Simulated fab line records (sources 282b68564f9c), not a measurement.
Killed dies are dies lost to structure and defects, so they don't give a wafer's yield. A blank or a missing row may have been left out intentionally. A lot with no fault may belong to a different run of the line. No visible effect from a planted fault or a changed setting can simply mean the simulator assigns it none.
fab line records | flow ritCmos
[record] lots = 14 wafers = 42 lastDay = 7
route steps=202 shown SDANNEAL@153 M1@202
lots that met no fault: from a run of the same line without faults
startH: hours from the record's opening day to when the first of the lot's shown wafers began | waitH: hours since the lot's step before | " as in the row above | L1.1+2: a single row standing in for several wafers | - no value present, or no start provided | * or withheld: withheld | < > ~ a bound
route shown NAME@n: a module of which the file shows steps, and the number in the route of the first | usual: mean and standard deviation over wafers with no fault | same: alike in all rows | chamber/n: place in a boat | sites: per-site readings | _std_site: standard deviation across them | _edge_site: outer sites' mean less inner sites' | radiusMm: for every site, how far away it sits from the centre of the wafer | mask NAME#n: copy n | behind: tool/chamber where the wafer was last shaped | hold: cause of the lot's hold/its duration in hours/its outcome | device: whichever transistor did not switch (one of n, p or np) | end of line: the tests these same wafers got at the end of their route | for a step that has no rows: nothing shown but its recipe | killed: the dies lost at the first sort to structure and to defects; this is not the yield of the wafer | map: dies across one wafer; x = killed, . = not, _ = none there
set.NAME: the setting the step ran with; set.NAME@STEP: the setting that earlier step ran with | model.NAME: the simulator's own value behind a step, which no gauge read
route steps across a sampled set of lots; one table per step, one row per wafer
services: from which hour (startH, from the record's first day; less than 0 if before it) a tool's chamber was out of use, for how many hours, and why
[[steps]]
[step RIT_SDANNEAL_CLEAN_00]
[recipe] chemistry = SC1 mix = 3:3:50 timeS = 600 tempC = 75
[usual] bathGuardTempC = 74.8/0.38 bathHeatDutyPct = 14.7/1.8
// columns lot.wafer tool chamber startH waitH bathGuardTempC bathHeatDutyPct
L723.2 wetBench-01 3 60.27 0.0 74.7 12.5
L723.3 " 3 " " 74.8 13.7
L723.4 " 3 " " 74.8 12.4
L725.1 wetBench-01 0 70.35 0.1 74.9 15.3
L725.3 " 0 " " 74.7 14.4
L725.4 " 0 " " 74.7 14.3
L726.2 wetBench-01 0 75.25 0.0 75.1 14.4
L726.3 " 0 " " 74.4 15.1
L726.5 " 0 " " 74.7 15.4
L727.2 wetBench-04 1 79.64 0.0 74.9 14.0
L727.3 " 1 " " 75.1 13.1
L727.4 " 1 " " 74.9 14.5
L728.3 wetBench-01 3 83.46 0.0 74.8 13.1
L728.4 " 3 " " 74.7 14.9
L728.5 " 3 " " 74.9 12.8
L729.1 wetBench-04 1 89.28 0.1 - -
L729.4 " 1 " " - -
L729.6 " 1 " " - -
L730.1 wetBench-01 0 95.58 0.1 - -
L730.2 " 0 " " - -
L730.4 " 0 " " - -
L737.1 wetBench-01 0 128.26 0.1 75.0 14.4
L737.3 " 0 " " 75.2 14.1
L737.5 " 0 " " 74.8 14.3
L739.1 wetBench-02 2 141.66 0.1 75.2 15.5
L739.4 " 2 " " 75.0 14.8
L739.5 " 2 " " 74.9 14.8
L740.1 wetBench-04 2 144.67 0.1 75.3 17.1
L740.5 " 2 " " 75.4 17.8
L740.6 " 2 " " 75.3 17.1
L741.2 wetBench-04 2 149.57 0.0 75.5 17.2
L741.3 " 2 " " 75.1 17.2
L741.6 " 2 " " 75.3 17.8
L742.1 wetBench-01 2 154.47 0.1 75.1 13.3
L742.2 " 2 " " 75.1 13.4
L742.5 " 2 " " 74.9 12.2
L743.1 wetBench-01 1 158.10 0.1 74.3 14.9
L743.2 " 1 " " 74.4 15.5
L743.6 " 1 " " 74.6 13.8
L744.2 wetBench-01 2 165.84 0.0 75.0 13.2
L744.4 " 2 " " 74.8 12.3
L744.5 " 2 " " 75.2 12.6
[step RIT_M1_PROBE_99]
[usual] killed_at_M0_to_M3 = 0.0/0.083 killedAtContacts = 0.1/0.32 killedAtFrontEnd = 7/3 killedDies = 7/3 killedOnRim = 1.8/1.4 killedOpen = 3.4/2.2 killedShort = 3.3/1.8
[same] grossDies = 264 killed_at_M4_up = 0 killedAtBackSide = 0 killedAtOther = 0
// columns lot.wafer tool chamber startH waitH killed_at_M0_to_M3 killedAtContacts killedAtFrontEnd killedDies killedOnRim killedOpen killedShort
L723.2 prober-01 - 68.51 0.1 0 0 10 10 4 6 4
L723.3 prober-01 - 68.56 0.2 0 0 6 6 2 4 2
L723.4 prober-01 - 68.61 0.2 0 2 5 7 0 2 5
L725.1 prober-01 - 78.19 0.1 0 0 14 14 2 8 6
L725.3 prober-01 - 78.29 0.2 0 0 5 5 2 2 3
L725.4 prober-01 - 78.34 0.2 0 0 6 6 3 4 2
L726.2 prober-02 - 83.12 0.1 0 0 12 12 2 3 9
L726.3 prober-02 - 83.17 0.2 0 0 8 8 1 8 0
L726.5 prober-02 - 83.27 0.2 0 0 5 5 3 3 2
L727.2 prober-01 - 87.67 0.1 0 0 5 5 0 2 3
L727.3 prober-01 - 87.72 0.2 0 0 7 7 1 3 4
L727.4 prober-01 - 87.77 0.2 0 0 10 10 2 5 5
L728.3 prober-02 - 91.84 0.2 0 0 12 12 3 7 5
L728.4 prober-02 - 91.89 0.2 0 0 4 4 0 1 3
L728.5 prober-02 - 91.94 0.2 0 0 7 7 1 2 5
L729.1 prober-01 - 97.21 0.1 0 0 10 10 3 5 5
L729.4 prober-01 - 97.36 0.2 0 0 4 4 1 1 3
L729.6 prober-01 - 97.46 0.2 0 0 11 11 3 9 2
L730.1 prober-02 - 104.61 0.1 0 0 8 8 1 0 8
L730.2 prober-02 - 104.66 0.1 0 0 5 5 0 2 3
L730.4 prober-02 - 104.76 0.2 0 0 13 13 5 10 3
L737.1 prober-01 - 136.07 0.1 0 0 10 10 5 7 3
L737.3 prober-01 - 136.17 0.2 0 0 1 1 0 1 0
L737.5 prober-01 - 136.27 0.2 0 0 4 4 0 3 1
L739.1 prober-01 - 149.39 0.1 0 0 4 4 1 1 3
L739.4 prober-01 - 149.54 0.2 0 0 3 3 2 1 2
L739.5 prober-01 - 149.59 0.2 0 0 2 2 0 0 2
L740.1 prober-02 - 152.74 0.1 1 0 7 8 3 3 5
L740.5 prober-02 - 152.94 0.2 0 1 6 7 4 5 2
L740.6 prober-02 - 152.99 0.2 0 0 6 6 3 4 2
L741.2 prober-01 - 158.64 0.1 0 0 11 11 4 6 5
L741.3 prober-01 - 158.69 0.2 0 0 8 8 3 4 4
L741.6 prober-01 - 158.84 0.2 0 0 6 6 0 3 3
L742.1 prober-02 - 162.15 0.1 0 0 11 11 4 6 5
L742.2 prober-02 - 162.20 0.1 0 0 5 5 0 2 3
L742.5 prober-02 - 162.35 0.2 0 0 7 7 1 5 2
L743.1 prober-01 - 165.76 0.1 0 0 6 6 1 3 3
L743.2 prober-01 - 165.81 0.1 0 0 6 6 3 1 5
L743.6 prober-01 - 166.01 0.2 0 0 9 9 4 4 5
L744.2 prober-02 - 173.67 0.1 0 0 9 9 4 5 4
L744.4 prober-02 - 173.77 0.2 0 0 8 8 2 5 3
L744.5 prober-02 - 173.82 0.2 0 0 15 15 6 11 4
// killed by level:class
L723.2 GATE:geometricParticle:open=3 GATE:geometricParticle:short=2 FOX1:geometricParticle:open=1 FOX1:geometricParticle:short=1 FOX2:geometricParticle:open=1 SILICIDE:geometricParticle:open=1 SILICIDE:geometricParticle:short=1
L723.3 FOX1:geometricParticle:open=3 FOX1:geometricParticle:short=1 GATE:geometricParticle:short=1 GATE:geometricParticle:open=1
L723.4 GATE:geometricParticle:short=1 REOX:geometricParticle:short=1 SPACER:geometricParticle:short=1 SPACER:geometricParticle:open=1 SILICIDE:geometricParticle:short=1 CONTACT:geometricParticle:short=1 CONTACT:geometricParticle:open=1
L725.1 SILICIDE:geometricParticle:open=3 FOX1:geometricParticle:short=2 GATE:geometricParticle:open=2 GATE:geometricParticle:short=2 SPACER:geometricParticle:open=2 ACTIVE:geometricParticle:short=1 REOX:geometricParticle:open=1 SILICIDE:geometricParticle:short=1
L725.3 GATE:geometricParticle:short=2 FOX1:geometricParticle:open=1 FOX1:geometricParticle:short=1 FOX2:geometricParticle:open=1
L725.4 SILICIDE:geometricParticle:open=2 FOX2:geometricParticle:short=1 FOX2:geometricParticle:open=1 GATE:geometricParticle:short=1 GATE:geometricParticle:open=1
L726.2 GATE:geometricParticle:short=4 REOX:geometricParticle:short=3 FOX2:geometricParticle:short=2 GATE:geometricParticle:open=2 FOX1:geometricParticle:open=1
L726.3 GATE:geometricParticle:open=6 FOX2:geometricParticle:open=1 SILICIDE:geometricParticle:open=1
L726.5 REOX:geometricParticle:open=2 GATE:geometricParticle:open=1 GATE:geometricParticle:short=1 REOX:geometricParticle:short=1
L727.2 GATE:geometricParticle:short=2 FOX1:geometricParticle:short=1 FOX1:geometricParticle:open=1 GATE:geometricParticle:open=1
L727.3 SPACER:geometricParticle:short=3 GATE:geometricParticle:short=1 GATE:geometricParticle:open=1 SPACER:geometricParticle:open=1 SILICIDE:geometricParticle:open=1
L727.4 GATE:geometricParticle:short=3 GATE:geometricParticle:open=2 SPACER:geometricParticle:short=2 REOX:geometricParticle:open=1 SPACER:geometricParticle:open=1 SILICIDE:geometricParticle:open=1
L728.3 GATE:geometricParticle:open=2 GATE:geometricParticle:short=2 REOX:geometricParticle:open=2 SILICIDE:geometricParticle:open=2 REOX:geometricParticle:short=1 SPACER:geometricParticle:short=1 SPACER:geometricParticle:open=1 SILICIDE:geometricParticle:short=1
L728.4 FOX1:geometricParticle:short=1 GATE:geometricParticle:short=1 SPACER:geometricParticle:short=1 SILICIDE:geometricParticle:open=1
L728.5 GATE:geometricParticle:short=2 GATE:geometricParticle:open=2 FOX1:geometricParticle:short=1 SPACER:geometricParticle:short=1 SILICIDE:geometricParticle:short=1
L729.1 GATE:geometricParticle:short=2 SPACER:geometricParticle:short=2 SILICIDE:geometricParticle:open=2 GATE:geometricParticle:open=1 REOX:geometricParticle:open=1 SPACER:geometricParticle:open=1 SILICIDE:geometricParticle:short=1
L729.4 GATE:geometricParticle:short=2 GATE:geometricParticle:open=1 REOX:geometricParticle:short=1
L729.6 GATE:geometricParticle:open=4 SILICIDE:geometricParticle:open=2 FOX2:geometricParticle:open=1 REOX:geometricParticle:open=1 REOX:geometricParticle:short=1 SPACER:geometricParticle:short=1 SPACER:geometricParticle:open=1
L730.1 GATE:geometricParticle:short=6 REOX:geometricParticle:short=2
L730.2 GATE:geometricParticle:open=2 SPACER:geometricParticle:short=2 GATE:geometricParticle:short=1
L730.4 GATE:geometricParticle:open=3 REOX:geometricParticle:open=2 SPACER:geometricParticle:open=2 SPACER:geometricParticle:short=2 SILICIDE:geometricParticle:open=2 FOX1:geometricParticle:short=1 FOX1:geometricParticle:open=1
L737.1 GATE:geometricParticle:open=3 SPACER:geometricParticle:short=2 SILICIDE:geometricParticle:open=2 FOX1:geometricParticle:open=1 GATE:geometricParticle:short=1 SPACER:geometricParticle:open=1
L737.3 GATE:geometricParticle:open=1
L737.5 GATE:geometricParticle:open=2 GATE:geometricParticle:short=1 SPACER:geometricParticle:open=1
L739.1 FOX1:geometricParticle:open=1 FOX2:geometricParticle:short=1 GATE:geometricParticle:short=1 SILICIDE:geometricParticle:short=1
L739.4 FOX2:geometricParticle:short=1 GATE:geometricParticle:short=1 SILICIDE:geometricParticle:open=1
L739.5 FOX2:geometricParticle:short=1 SPACER:geometricParticle:short=1
L740.1 SPACER:geometricParticle:open=2 FOX1:geometricParticle:short=1 GATE:geometricParticle:short=1 REOX:geometricParticle:short=1 REOX:geometricParticle:open=1 SILICIDE:geometricParticle:short=1 M1:geometricParticle:short=1
L740.5 FOX1:geometricParticle:short=2 SPACER:geometricParticle:open=2 FOX1:geometricParticle:open=1 SILICIDE:geometricParticle:open=1 CONTACT:geometricParticle:open=1
L740.6 SILICIDE:geometricParticle:open=2 FOX1:geometricParticle:open=1 FOX1:geometricParticle:short=1 FOX2:geometricParticle:short=1 REOX:geometricParticle:open=1
L741.2 FOX1:geometricParticle:short=2 GATE:geometricParticle:open=2 SILICIDE:geometricParticle:open=2 FOX1:geometricParticle:open=1 FOX2:geometricParticle:short=1 GATE:geometricParticle:short=1 REOX:geometricParticle:open=1 SILICIDE:geometricParticle:short=1
L741.3 GATE:geometricParticle:open=2 SPACER:geometricParticle:short=2 FOX2:geometricParticle:open=1 FOX2:geometricParticle:short=1 GATE:geometricParticle:short=1 SILICIDE:geometricParticle:open=1
L741.6 GATE:geometricParticle:short=1 REOX:geometricParticle:open=1 REOX:geometricParticle:short=1 SPACER:geometricParticle:open=1 SILICIDE:geometricParticle:short=1 SILICIDE:geometricParticle:open=1
L742.1 GATE:geometricParticle:short=3 GATE:geometricParticle:open=3 FOX1:geometricParticle:short=2 FOX1:geometricParticle:open=1 FOX2:geometricParticle:open=1 REOX:geometricParticle:open=1
L742.2 SILICIDE:geometricParticle:short=2 FOX2:geometricParticle:short=1 GATE:geometricParticle:open=1 REOX:geometricParticle:open=1
L742.5 FOX1:geometricParticle:open=2 GATE:geometricParticle:short=2 GATE:geometricParticle:open=2 SPACER:geometricParticle:open=1
L743.1 GATE:geometricParticle:open=2 GATE:geometricParticle:short=2 FOX1:geometricParticle:short=1 SILICIDE:geometricParticle:open=1
L743.2 SPACER:geometricParticle:short=2 SILICIDE:geometricParticle:short=2 GATE:geometricParticle:open=1 GATE:geometricParticle:short=1
L743.6 FOX1:geometricParticle:open=2 GATE:geometricParticle:short=2 REOX:geometricParticle:open=2 SILICIDE:geometricParticle:short=2 REOX:geometricParticle:short=1
L744.2 REOX:geometricParticle:open=2 FOX1:geometricParticle:open=1 GATE:geometricParticle:short=1 REOX:geometricParticle:short=1 SPACER:geometricParticle:open=1 SPACER:geometricParticle:short=1 SILICIDE:geometricParticle:short=1 SILICIDE:geometricParticle:open=1
L744.4 REOX:geometricParticle:open=3 SILICIDE:geometricParticle:short=2 FOX1:geometricParticle:open=1 FOX2:geometricParticle:open=1 GATE:geometricParticle:short=1
L744.5 REOX:geometricParticle:open=4 FOX1:geometricParticle:open=2 GATE:geometricParticle:open=2 SPACER:geometricParticle:open=2 FOX1:geometricParticle:short=1 FOX2:geometricParticle:short=1 FOX2:geometricParticle:open=1 GATE:geometricParticle:short=1
[[services]]
// columns tool chamber startH hours kind
wetBench-02 - 60.44 1.3 repair
wetBench-02 - 86.55 1.9 pm
[[key]]
[firstSign] step = RIT_SDANNEAL_CLEAN_00 reading = toolRecord direction = missing
effect none on later readings
metAt RIT_SDANNEAL_CLEAN_00
struckLots L729,L730
testerLeftOut L729,L730
onsetBetween 83.46 89.28
[fault] kind = skippedStepWhole tool = wetBench-01,wetBench-04 chamber = - onsetH = 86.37 steps = RIT_SDANNEAL_CLEAN_00 scope = struckLotsOnly
// testerLeftOut: of these lots the tester's yield and bins aren't shown, on N5 and GAA mostly nor the transistor test; their killed dies are dies lost to structure and defects alone, not to doping, threshold or leakage, so they don't give the yield
